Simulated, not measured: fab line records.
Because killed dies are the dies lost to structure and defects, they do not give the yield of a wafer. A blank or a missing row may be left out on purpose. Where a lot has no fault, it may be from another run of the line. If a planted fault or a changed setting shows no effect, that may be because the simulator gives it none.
What tool caused it? || flow rit cmos || 7 lots (21 wafers sampled), 1 step of a 202-step route

WHAT EACH GAUGE READ, for each wafer
RIT_PRETRO_OVL_MEAS_06.
{"lot": "L714", "measured": "day 2 14:18", "on": "overlay-01", "PRETRO_OVL (nm)": "-0.2 -1.9 -1.9"}
{"lot": "L717", "measured": "day 3 04:47", "on": "overlay-02", "PRETRO_OVL (nm)": "-3.6 -1.6 -3.0"}
{"lot": "L721", "measured": "day 4 00:18", "on": "overlay-01", "PRETRO_OVL (nm)": "1.2 0.3 -2.0"}
{"lot": "L724", "measured": "day 4 16:17", "on": "overlay-01", "PRETRO_OVL (nm)": "-0.7 0.5 -1.0"}
{"lot": "L730", "measured": "day 5 22:55", "on": "overlay-02", "PRETRO_OVL (nm)": "1.3 0.9 1.0"}
{"lot": "L732", "measured": "day 6 07:02", "on": "overlay-02", "PRETRO_OVL (nm)": "-2.3 0.4 -0.5"}
{"lot": "L736", "measured": "day 7 05:49", "on": "overlay-02", "PRETRO_OVL (nm)": "0.6 0.4 0.0"}

TOOL THAT RAN EACH LOT (tool first, then ch and the chambers of the sampled wafers, then the start)
No process step before these readings appears in the record.

THE ANSWER, worked out from the rows above alone
Rule: the lots themselves supply what counts as usual. Put in order of their means at a reading, lots are off if they are a third of the lots or fewer, leave a main group of 4 or more, and stand apart from it by a gap of 3 or more times the standard deviation of the main group's means; of several such gaps the widest counts. If all means in a main group match to the digits the tables above print for the reading, that group is not used. A lot without any number at a reading at which 4 lots or more have one is off too. Any other lot the step has rows for is counted as sound.
No lot is off at any reading shown: from this, nothing can be told.

WHAT THE SIMULATOR HAD INSERTED
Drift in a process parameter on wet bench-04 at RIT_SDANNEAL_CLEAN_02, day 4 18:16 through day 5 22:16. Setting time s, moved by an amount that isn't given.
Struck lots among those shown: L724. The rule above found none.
